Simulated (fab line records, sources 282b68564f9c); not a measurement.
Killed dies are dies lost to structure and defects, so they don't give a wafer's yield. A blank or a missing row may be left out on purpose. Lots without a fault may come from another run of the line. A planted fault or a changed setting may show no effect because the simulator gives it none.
Which tool did it? | flow rit_cmos | 13 lots, 39 wafers sampled, at 2 steps of a route of 202

WHAT THE GAUGES READ, wafer by wafer
RIT_PLDD_TW_MEAS_10.
lot  | measured    | on            | PLDD_TW
L167 | day 3 00:33 | film_metro-01 | 2347 2341 2333
L168 | day 3 03:37 | film_metro-04 | 2388 2381 2379
L169 | day 3 07:35 | film_metro-01 | 2342 2340 2347
L170 | day 3 14:07 | film_metro-02 | 2386 2378 2387
L171 | day 3 16:05 | film_metro-04 | 2382 2387 2377
L172 | day 3 22:45 | film_metro-04 | 2378 2375 2386
L173 | day 4 04:03 | film_metro-01 | 2330 2326 2317
L174 | day 4 10:38 | film_metro-02 | 2400 2403 2410
L177 | day 5 01:33 | film_metro-01 | 2333 2328 2318
L178 | day 5 05:23 | film_metro-02 | 30 30 30
L185 | day 6 13:32 | film_metro-02 | 2364 2357 2357
L188 | day 7 05:11 | film_metro-01 | 2319 2321 2337
L190 | day 7 15:03 | film_metro-01 | 2328 2332 2329

WHICH TOOL RAN EACH LOT (tool, then ch and the chambers of the sampled wafers, then the start)
lot  | RIT_NLDD_STRIP_09
L167 | plasma_asher-02 ch 0,1, day 2 22:59
L168 | plasma_asher-01 ch 0,1, day 3 02:00
L169 | plasma_asher-02 ch 0, day 3 05:51
L170 | plasma_asher-03 ch 0, day 3 12:31
L171 | plasma_asher-03 ch 0,1, day 3 14:31
L172 | plasma_asher-02 ch 0,1, day 3 21:02
L173 | plasma_asher-03 ch 0,1, day 4 02:00
L174 | plasma_asher-01 ch 0,1, day 4 08:51
L177 | plasma_asher-01 ch 0,1, day 4 23:50
L178 | plasma_asher-01 ch 0,1, day 5 03:42
L185 | plasma_asher-03 ch 0,1, day 6 11:44
L188 | plasma_asher-03 ch 0,1, day 7 03:35
L190 | plasma_asher-02 ch 0,1, day 7 13:27
- RIT_NLDD_STRIP_09: strips in O2, time 180 s.

WHAT THE TOOLS THEMSELVES READ (means of the sampled wafers that have a number; where no wafer has one, the mark that the record gives instead)
RIT_NLDD_STRIP_09.
lot  | tool            | drypump_motor_current_A (A) | run_length_s (s)
L167 | plasma_asher-02 | 5.8                         | 208.4
L168 | plasma_asher-01 | 5.3                         | 208.2
L169 | plasma_asher-02 | 5.7                         | 208.2
L170 | plasma_asher-03 | 5.8                         | 208.1
L171 | plasma_asher-03 | 5.7                         | 208.4
L172 | plasma_asher-02 | 6.0                         | 208.3
L173 | plasma_asher-03 | 5.8                         | 208.3
L174 | plasma_asher-01 | 5.7                         | 208.1
L177 | plasma_asher-01 | 5.7                         | 208.2
L178 | plasma_asher-01 | 5.4                         | 72.1
L185 | plasma_asher-03 | 5.7                         | 208.4
L188 | plasma_asher-03 | 5.7                         | 208.4
L190 | plasma_asher-02 | 5.9                         | 208.4

THE ANSWER, worked out from the rows above alone
Rule: what is usual is taken from the lots themselves. Put in order of their means at a reading, lots are off if they are a third of the lots or fewer, leave a main group of 4 or more, and stand apart from it by a gap of 3 or more times the standard deviation of the main group's means; of several such gaps the widest counts. A main group whose means are all the same, to the digits that the tables above print for the reading, isn't used. A lot without any number at a reading at which 4 lots or more have one is off too. The other lots that the step has rows for count as sound. The gauges are gone through in route order, then the tools' own readings, and for those a lot's mean is taken as printed above. The first step at which some lot is off is used, and at that step the reading that is off furthest; a lot without a number counts as furthest.
Off: L178, at RIT_PLDD_TW_MEAS_10 (PLDD_TW). The main group: mean 2357, standard deviation 27.
A tool fits if, at a process step before that reading, it ran every lot that is off, and no sound lot after the first of them. The gauges at RIT_PLDD_TW_MEAS_10 aren't tried: what is off there is off at RIT_NLDD_STRIP_09 too, on other tools, and a gauge's error can't cause that. One fits: plasma_asher-01 at RIT_NLDD_STRIP_09. Its last sound lot is L177 (day 4 23:50), its first lot that is off L178 (day 5 03:42): a fault that began between those two fits.
The tool's own readings at RIT_NLDD_STRIP_09 bear it out: on the lots that are off they differ by more than 5 times the standard deviation of the sound lots' means. run_length_s reads 72.1 s there against 208.3 s on the sound lots.

WHAT THE SIMULATOR HAD PUT IN
Strip aborted: plasma_asher-01, from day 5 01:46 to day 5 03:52, at RIT_NLDD_STRIP_09. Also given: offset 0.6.
Lots struck among those shown: L178. The rule above found the same.
